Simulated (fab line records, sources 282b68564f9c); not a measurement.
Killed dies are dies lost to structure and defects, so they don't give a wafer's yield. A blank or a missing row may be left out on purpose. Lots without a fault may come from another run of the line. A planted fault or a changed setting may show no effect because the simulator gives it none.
A struck lot beside a sound one | flow rit_cmos | 26 steps out of a route of 202
Sound: wafers L167.1, L167.2, L167.4. Struck: wafers L172.1, L172.2, L172.5. The cause comes at the end.
At each step with rows: each side's tool, then ch and its chambers, then its first start. Under that, the readings that differ: sound wafers | struck wafers | difference of the means | sigmas: that difference in standard deviations of wafers without a fault.
alike: readings whose means differ by less than 2 such deviations, and words and numbers that are the same on both sides. not compared: withheld readings, readings that some wafer has no value for, bounds like >300 that may hide the same value, and numbers for which the record gives no deviation and whose values overlap.
The two part at a step that has a row with sigmas, a row that says differs or no value, or rows on one side only. Numbers that don't overlap but have no deviation are shown without sigmas and don't part them. A reading that every wafer of one side lacks parts them only if that side has two wafers or more.

first, 2 steps without rows for these wafers: RIT_REOX_CLEAN_02 (cleans in SC2, time 600 s); RIT_REOX_OXIDATION_03 (target thk 25.2 nm, ox time 5580 s).
RIT_REOX_THK_MEAS_04:
  sound on film_metro-02, day 3 09:32; struck on film_metro-03, day 4 10:11
  alike: REOX_OXIDE_THK
then, 6 steps without rows for these wafers: RIT_NLDD_HMDS_00 (prime time 60 s); RIT_NLDD_COAT_01 (resist thk 1000 nm); RIT_NLDD_SOFTBAKE_02 (time 60 s); RIT_NLDD_EXPOSE_03 (exposes mask M7, target cd 40700 nm); RIT_NLDD_PEB_04; RIT_NLDD_DEVELOP_05 (develop time 50 s).
RIT_NLDD_OVL_MEAS_06:
  sound on overlay-02, day 3 10:34; struck on overlay-01, day 4 11:18
  alike: NLDD_OVL
then, 2 steps without rows for these wafers: RIT_NLDD_HARDBAKE_07 (time 60 s); RIT_NLDD_IMPLANT_08.
RIT_NLDD_STRIP_09: strips in O2, time 180 s.
  sound on plasma_asher-01 ch 0,1, day 3 10:55; struck on plasma_asher-01 ch 0,1, day 4 11:38
  reading                                   | sound             | struck            | difference | sigmas
  run_length_s (s)                          | 208.4 208.1 208.5 | 72.6 72.1 72.0    | -136.1     | -99 or more
  model.NOVOLAK_of_NLDD_COAT_01.thk_nm (nm) | 0 0 0             | 156.7 155.4 155.7 | +155.9     |
  alike: drypump_motor_current_A
  not compared: rf_hours_counter_h
RIT_NLDD_TW_MEAS_10:
  sound on film_metro-03, day 3 11:05; struck on film_metro-03, day 4 11:49
  alike: NLDD_TW
then, 6 steps without rows for these wafers: RIT_PLDD_HMDS_00 (prime time 60 s); RIT_PLDD_COAT_01 (resist thk 1000 nm); RIT_PLDD_SOFTBAKE_02 (time 60 s); RIT_PLDD_EXPOSE_03 (exposes mask M8, target cd 40900 nm); RIT_PLDD_PEB_04; RIT_PLDD_DEVELOP_05 (develop time 50 s).
RIT_PLDD_OVL_MEAS_06:
  sound on overlay-01, day 3 12:07; struck on overlay-01, day 4 12:53
  alike: PLDD_OVL
then, 2 steps without rows for these wafers: RIT_PLDD_HARDBAKE_07 (time 60 s); RIT_PLDD_IMPLANT_08.
RIT_PLDD_STRIP_09: strips in O2, time 180 s.
  sound on plasma_asher-02 ch 0,1, day 3 12:28; struck on plasma_asher-04 ch 0,1, day 4 13:13
  alike: drypump_motor_current_A, run_length_s
  not compared: rf_hours_counter_h
RIT_PLDD_TW_MEAS_10:
  sound on film_metro-01, day 3 12:38; struck on film_metro-01, day 4 13:37
  reading | sound          | struck   | difference | sigmas
  PLDD_TW | 2340 2358 2344 | 30 30 30 | -2317      | -99 or more
  not compared: hold
RIT_M1_PROBE_99:
  the record has rows for the sound wafers here (prober-01, day 4 02:08) and none for the struck ones

WHERE THEY PART
First at RIT_NLDD_STRIP_09; last, within this record, at RIT_M1_PROBE_99.

WHY: what the simulator had put in
Strip aborted: plasma_asher-01, from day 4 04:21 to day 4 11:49, at RIT_NLDD_STRIP_09. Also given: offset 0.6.
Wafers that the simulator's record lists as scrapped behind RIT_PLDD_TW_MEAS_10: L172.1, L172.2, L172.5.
